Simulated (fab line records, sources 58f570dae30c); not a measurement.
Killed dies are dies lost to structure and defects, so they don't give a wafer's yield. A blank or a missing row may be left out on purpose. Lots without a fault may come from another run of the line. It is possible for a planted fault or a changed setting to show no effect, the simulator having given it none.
What tool caused it? / flow berkeley-cmos170 / Sampling: 14 lots, 42 wafers, 4 of 331 route steps

WHAT THE GAUGES SHOWED, per wafer
UCB170_SILICIDE_THK_MEAS_03: measures by xrf. Usual: SILICIDE_TI_THK gives 30.0 nm (standard deviation 0.34).
lot=L293; measured=day 7 00:22; on=film-metro-03; SILICIDE_TI_THK (nm)=30.2 30.2 30.4; flag=
lot=L295; measured=day 7 14:32; on=film-metro-03; SILICIDE_TI_THK (nm)=29.8 29.8 29.6; flag=
lot=L296; measured=day 7 14:34; on=film-metro-02; SILICIDE_TI_THK (nm)=29.8 29.3 29.6; flag=
lot=L297; measured=day 7 15:03; on=film-metro-02; SILICIDE_TI_THK (nm)=29.6 29.0 29.4; flag=
lot=L294; measured=day 7 14:53; on=film-metro-03; SILICIDE_TI_THK (nm)=29.9 29.8 30.3; flag=
lot=L301; measured=day 8 16:57; on=film-metro-04; SILICIDE_TI_THK (nm)=30.1 30.1 30.0; flag=
lot=L307; measured=day 9 17:10; on=film-metro-03; SILICIDE_TI_THK (nm)=30.0 30.2 29.9; flag=
lot=L309; measured=day 10 05:42; on=film-metro-04; SILICIDE_TI_THK (nm)=30.0 30.4 30.1; flag=
lot=L310; measured=day 10 05:31; on=film-metro-02; SILICIDE_TI_THK (nm)=30.1 30.3 30.1; flag=
lot=L312; measured=day 10 19:18; on=film-metro-03; SILICIDE_TI_THK (nm)=30.1 30.4 30.4; flag=
lot=L314; measured=day 11 09:28; on=film-metro-03; SILICIDE_TI_THK (nm)=30.1 30.1 30.3; flag=
lot=L315; measured=day 11 09:45; on=film-metro-04; SILICIDE_TI_THK (nm)=30.4 30.7 30.8; flag=

UCB170_M1_OVL_MEAS_10. Usual: M1_OVL gives -4 nm (standard deviation 5.9).
lot=L293; measured=day 7 06:29; on=overlay-02; M1_OVL (nm)=-3 9 -8; flag=
lot=L295; measured=day 7 21:58; on=overlay-01; M1_OVL (nm)=-11 -3 -7; flag=
lot=L296; measured=day 7 22:06; on=overlay-02; M1_OVL (nm)=-5 4 -2; flag=
lot=L297; measured=day 8 00:18; on=overlay-02; M1_OVL (nm)=-6 -7 -9; flag=
lot=L294; measured=day 7 23:43; on=overlay-01; M1_OVL (nm)=-16 -16 -14; flag=
lot=L301; measured=day 8 23:08; on=overlay-02; M1_OVL (nm)=-12 -5 -11; flag=
lot=L307; measured=day 9 23:08; on=overlay-01; M1_OVL (nm)=9 -2 -10; flag=
lot=L309; measured=day 10 12:58; on=overlay-01; M1_OVL (nm)=1 -2 -1; flag=
lot=L310; measured=day 10 12:27; on=overlay-01; M1_OVL (nm)=-1 0 -9; flag=
lot=L312; measured=day 11 01:03; on=overlay-02; M1_OVL (nm)=-5 2 -2; flag=
lot=L314; measured=day 11 17:57; on=overlay-02; M1_OVL (nm)=-8 -8 -7; flag=
lot=L315; measured=day 11 18:08; on=overlay-02; M1_OVL (nm)=4 -6 -5; flag=

TOOL THAT RAN EACH LOT (tool first, then ch and the chambers of the sampled wafers, then the start)
lot=L293; UCB170_SPACER_ETCHBACK_03=rie-diel-01 ch 0,1,3, day 6 18:17; UCB170_SILICIDE_RTA_04=rtp-anneal-02 ch 0, day 7 00:25
lot=L295; UCB170_SPACER_ETCHBACK_03=rie-diel-03 ch 0,2,3, day 7 07:04; UCB170_SILICIDE_RTA_04=rtp-anneal-01 ch 0, day 7 14:35
lot=L296; UCB170_SPACER_ETCHBACK_03=rie-diel-02 ch 0,1,3, day 7 07:04; UCB170_SILICIDE_RTA_04=rtp-anneal-02 ch 0, day 7 14:38
lot=L297; UCB170_SPACER_ETCHBACK_03=rie-diel-01 ch 2,3, day 7 07:04; UCB170_SILICIDE_RTA_04=rtp-anneal-02 ch 0, day 7 15:07
lot=L294; UCB170_SPACER_ETCHBACK_03=rie-diel-03 ch 1,3, day 7 07:08; UCB170_SILICIDE_RTA_04=rtp-anneal-01 ch 0, day 7 14:57
lot=L298; UCB170_SPACER_ETCHBACK_03=rie-diel-01 ch 2,3, day 8 01:20; UCB170_SILICIDE_RTA_04=-
lot=L299; UCB170_SPACER_ETCHBACK_03=rie-diel-03 ch 0,1,2, day 8 01:20; UCB170_SILICIDE_RTA_04=-
lot=L301; UCB170_SPACER_ETCHBACK_03=rie-diel-03 ch 0,1,2, day 8 09:35; UCB170_SILICIDE_RTA_04=rtp-anneal-02 ch 0, day 8 17:01
lot=L307; UCB170_SPACER_ETCHBACK_03=rie-diel-02 ch 0,1,3, day 9 09:49; UCB170_SILICIDE_RTA_04=rtp-anneal-02 ch 0, day 9 17:14
lot=L309; UCB170_SPACER_ETCHBACK_03=rie-diel-01 ch 2,3, day 10 00:15; UCB170_SILICIDE_RTA_04=rtp-anneal-01 ch 0, day 10 05:46
lot=L310; UCB170_SPACER_ETCHBACK_03=rie-diel-03 ch 0,1, day 10 00:15; UCB170_SILICIDE_RTA_04=rtp-anneal-02 ch 0, day 10 05:34
lot=L312; UCB170_SPACER_ETCHBACK_03=rie-diel-03 ch 2,3, day 10 13:06; UCB170_SILICIDE_RTA_04=rtp-anneal-01 ch 0, day 10 19:22
lot=L314; UCB170_SPACER_ETCHBACK_03=rie-diel-03 ch 0,1,2, day 11 02:05; UCB170_SILICIDE_RTA_04=rtp-anneal-02 ch 0, day 11 09:31
lot=L315; UCB170_SPACER_ETCHBACK_03=rie-diel-02 ch 1,3, day 11 02:05; UCB170_SILICIDE_RTA_04=rtp-anneal-01 ch 0, day 11 09:49
- UCB170_SPACER_ETCHBACK_03: etches SiO2 in CHF3/CF4/Ar, stops on Si, target depth 376 nm, time 100 s.
- UCB170_SILICIDE_RTA_04: time 15 s.

WHAT THE TOOLS THEMSELVES READ (means of the sampled wafers that have a number; where no wafer has one, the mark that the record gives instead)
UCB170_SPACER_ETCHBACK_03. Usual: CHF3_flow_sccm 50.00 sccm, standard deviation 0.15; cf4-flow-sccm 10.00 sccm, standard deviation 0.031; drypump-motor-current-A 6.0 A, standard deviation 0.48; oes-product-au 0.905 a.u., standard deviation 0.018; throttle-valve-pct 6.44 %, standard deviation 0.1.
lot=L293; tool=rie-diel-01; CHF3_flow_sccm (sccm)=49.90; cf4-flow-sccm (sccm)=10.02; drypump-motor-current-A (A)=6.1; oes-product-au (a.u.)=0.895; throttle-valve-pct (%)=6.45; flag=
lot=L295; tool=rie-diel-03; CHF3_flow_sccm (sccm)=50.01; cf4-flow-sccm (sccm)=10.01; drypump-motor-current-A (A)=5.8; oes-product-au (a.u.)=0.916; throttle-valve-pct (%)=6.48; flag=
lot=L296; tool=rie-diel-02; CHF3_flow_sccm (sccm)=49.90; cf4-flow-sccm (sccm)=9.97; drypump-motor-current-A (A)=6.0; oes-product-au (a.u.)=0.900; throttle-valve-pct (%)=6.41; flag=
lot=L297; tool=rie-diel-01; CHF3_flow_sccm (sccm)=50.09; cf4-flow-sccm (sccm)=9.99; drypump-motor-current-A (A)=6.5; oes-product-au (a.u.)=0.911; throttle-valve-pct (%)=6.39; flag=
lot=L294; tool=rie-diel-03; CHF3_flow_sccm (sccm)=49.96; cf4-flow-sccm (sccm)=10.01; drypump-motor-current-A (A)=5.8; oes-product-au (a.u.)=0.907; throttle-valve-pct (%)=6.50; flag=
lot=L298; tool=rie-diel-01; CHF3_flow_sccm (sccm)=-; cf4-flow-sccm (sccm)=-; drypump-motor-current-A (A)=-; oes-product-au (a.u.)=-; throttle-valve-pct (%)=-; flag=OFF
lot=L299; tool=rie-diel-03; CHF3_flow_sccm (sccm)=-; cf4-flow-sccm (sccm)=-; drypump-motor-current-A (A)=-; oes-product-au (a.u.)=-; throttle-valve-pct (%)=-; flag=OFF
lot=L301; tool=rie-diel-03; CHF3_flow_sccm (sccm)=50.10; cf4-flow-sccm (sccm)=9.99; drypump-motor-current-A (A)=5.7; oes-product-au (a.u.)=0.917; throttle-valve-pct (%)=6.47; flag=
lot=L307; tool=rie-diel-02; CHF3_flow_sccm (sccm)=50.07; cf4-flow-sccm (sccm)=9.99; drypump-motor-current-A (A)=6.0; oes-product-au (a.u.)=0.896; throttle-valve-pct (%)=6.40; flag=
lot=L309; tool=rie-diel-01; CHF3_flow_sccm (sccm)=50.06; cf4-flow-sccm (sccm)=9.99; drypump-motor-current-A (A)=6.5; oes-product-au (a.u.)=0.918; throttle-valve-pct (%)=6.39; flag=
lot=L310; tool=rie-diel-03; CHF3_flow_sccm (sccm)=49.91; cf4-flow-sccm (sccm)=10.06; drypump-motor-current-A (A)=5.8; oes-product-au (a.u.)=0.908; throttle-valve-pct (%)=6.51; flag=
lot=L312; tool=rie-diel-03; CHF3_flow_sccm (sccm)=49.95; cf4-flow-sccm (sccm)=9.97; drypump-motor-current-A (A)=5.7; oes-product-au (a.u.)=0.929; throttle-valve-pct (%)=6.44; flag=
lot=L314; tool=rie-diel-03; CHF3_flow_sccm (sccm)=50.18; cf4-flow-sccm (sccm)=10.02; drypump-motor-current-A (A)=5.8; oes-product-au (a.u.)=0.908; throttle-valve-pct (%)=6.48; flag=
lot=L315; tool=rie-diel-02; CHF3_flow_sccm (sccm)=49.99; cf4-flow-sccm (sccm)=10.02; drypump-motor-current-A (A)=6.0; oes-product-au (a.u.)=0.898; throttle-valve-pct (%)=6.43; flag=

UCB170_SILICIDE_RTA_04. Usual: lamp-power-pct 12.4 %, standard deviation 0.74; wafer_temp_C_max 652.9, standard deviation 0.66.
lot=L293; tool=rtp-anneal-02; lamp-power-pct (%)=13.0; wafer_temp_C_max=652.2; flag=
lot=L295; tool=rtp-anneal-01; lamp-power-pct (%)=11.6; wafer_temp_C_max=653.1; flag=
lot=L296; tool=rtp-anneal-02; lamp-power-pct (%)=13.0; wafer_temp_C_max=652.7; flag=
lot=L297; tool=rtp-anneal-02; lamp-power-pct (%)=13.0; wafer_temp_C_max=652.5; flag=
lot=L294; tool=rtp-anneal-01; lamp-power-pct (%)=11.5; wafer_temp_C_max=653.1; flag=
lot=L301; tool=rtp-anneal-02; lamp-power-pct (%)=13.0; wafer_temp_C_max=652.6; flag=
lot=L307; tool=rtp-anneal-02; lamp-power-pct (%)=13.0; wafer_temp_C_max=652.3; flag=
lot=L309; tool=rtp-anneal-01; lamp-power-pct (%)=11.5; wafer_temp_C_max=653.4; flag=
lot=L310; tool=rtp-anneal-02; lamp-power-pct (%)=13.0; wafer_temp_C_max=653.3; flag=
lot=L312; tool=rtp-anneal-01; lamp-power-pct (%)=11.6; wafer_temp_C_max=653.1; flag=
lot=L314; tool=rtp-anneal-02; lamp-power-pct (%)=13.0; wafer_temp_C_max=652.9; flag=
lot=L315; tool=rtp-anneal-01; lamp-power-pct (%)=11.5; wafer_temp_C_max=652.9; flag=

THE ANSWER, worked out from the rows above alone
Rule: take the mean of a lot's wafers that have a number; if it is more than 3 standard deviations from the usual mean, the lot is off. Also off: a lot with no number at a reading for which 4 or more lots have one. The other lots that the step has rows for count as sound. Order of review: gauges by route order, followed by the tools' own readings, for which a lot's mean as printed above is used. At the first step where some lot is off, the reading lying furthest off is the one used; lots without a number count as furthest.
Off: L298, L299, at UCB170_SPACER_ETCHBACK_03 (CHF3_flow_sccm). Without a number there: L298, L299.
If a tool, at that step or one of the process steps before it, ran each lot that is off and ran no sound lot following the first of them, it fits. None of those tried fits.

WHAT THE SIMULATOR HAD PUT IN
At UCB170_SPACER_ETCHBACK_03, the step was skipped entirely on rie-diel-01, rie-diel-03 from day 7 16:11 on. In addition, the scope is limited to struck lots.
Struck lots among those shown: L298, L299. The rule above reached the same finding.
